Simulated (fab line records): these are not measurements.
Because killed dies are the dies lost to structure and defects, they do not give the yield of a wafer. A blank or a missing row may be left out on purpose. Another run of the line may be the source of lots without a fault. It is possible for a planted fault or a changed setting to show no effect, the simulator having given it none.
A lot that was struck, set against a sound lot :: flow rit_cmos :: 14 out of 202 route steps
Sound: wafers L453.1, L453.2, L453.6. The struck wafers were L461.1, L461.5, L461.6. The cause comes at the end.
Each step with rows lists, per side, the tool, then ch with its chambers, then its first start. Under that, the readings that differ: sound wafers :: struck wafers :: difference of the means :: sigmas: that difference in standard deviations of wafers without a fault.
alike: a reading whose means differ by less than 2 such deviations, as well as words and numbers matching on both sides. not compared: withheld readings; readings where some wafer has no value; bounds like >300 that might hide an equal value; numbers whose values overlap and for which the record gives no deviation.
The two part at a step that has a row with sigmas, a row that says differs or no value, or rows on one side only. Non-overlapping numbers with no deviation appear without sigmas and do not part them. Lack of a reading on every wafer of one side parts them only where that side has two or more wafers.

first, 1 step without rows for these wafers: RIT_NLDD_IMPLANT_08.
RIT_NLDD_STRIP_09: strips in O2, time 180 s.
  sound on plasma_asher-03 ch 0,1, day 2 17:46; struck on plasma_asher-03 ch 0,1, day 4 10:23
  alike: chamber_pressure_mTorr, drypump_motor_current_A
  not compared: rf_hours_counter_h
RIT_NLDD_TW_MEAS_10:
  sound on film_metro-04, day 2 17:56; struck on film_metro-02, day 4 10:34
  alike: NLDD_TW
then, 6 steps without rows for these wafers: RIT_PLDD_HMDS_00 (prime time 60 s); RIT_PLDD_COAT_01 (resist thk 1000 nm); RIT_PLDD_SOFTBAKE_02 (time 60 s); RIT_PLDD_EXPOSE_03 (exposes mask M8, target cd 40900 nm); RIT_PLDD_PEB_04; RIT_PLDD_DEVELOP_05 (develop time 50 s).
RIT_PLDD_OVL_MEAS_06:
  sound on overlay-01, day 2 18:56; struck on overlay-01, day 4 11:28
  alike: PLDD_OVL
then, 2 steps without rows for these wafers: RIT_PLDD_HARDBAKE_07 (time 60 s); RIT_PLDD_IMPLANT_08.
RIT_PLDD_STRIP_09: strips in O2, time 180 s.
  sound on plasma_asher-03 ch 0,1, day 2 19:16; struck on plasma_asher-03 ch 0,1, day 4 11:49
  no value came back on the struck wafers for chamber_pressure_mTorr (mTorr), drypump_motor_current_A (A); on the sound wafers chamber_pressure_mTorr (mTorr) reads 4000 4001 4003
reading: model.NOVOLAK_of_PLDD_COAT_01.thk_nm (nm)
sound: 0 0 0
struck: 882.8 884.5 885.1
difference: +884.1
sigmas: 
  not compared: rf_hours_counter_h
RIT_PLDD_TW_MEAS_10:
  sound on film_metro-04, day 2 19:26; struck on film_metro-02, day 4 11:59
  alike: PLDD_TW

## WHERE THEY PART
At RIT_PLDD_STRIP_09 and nowhere else, as far as this record goes. Later steps at which nothing parts them and some readings are alike: RIT_PLDD_TW_MEAS_10.

WHY: the cause the simulator had injected
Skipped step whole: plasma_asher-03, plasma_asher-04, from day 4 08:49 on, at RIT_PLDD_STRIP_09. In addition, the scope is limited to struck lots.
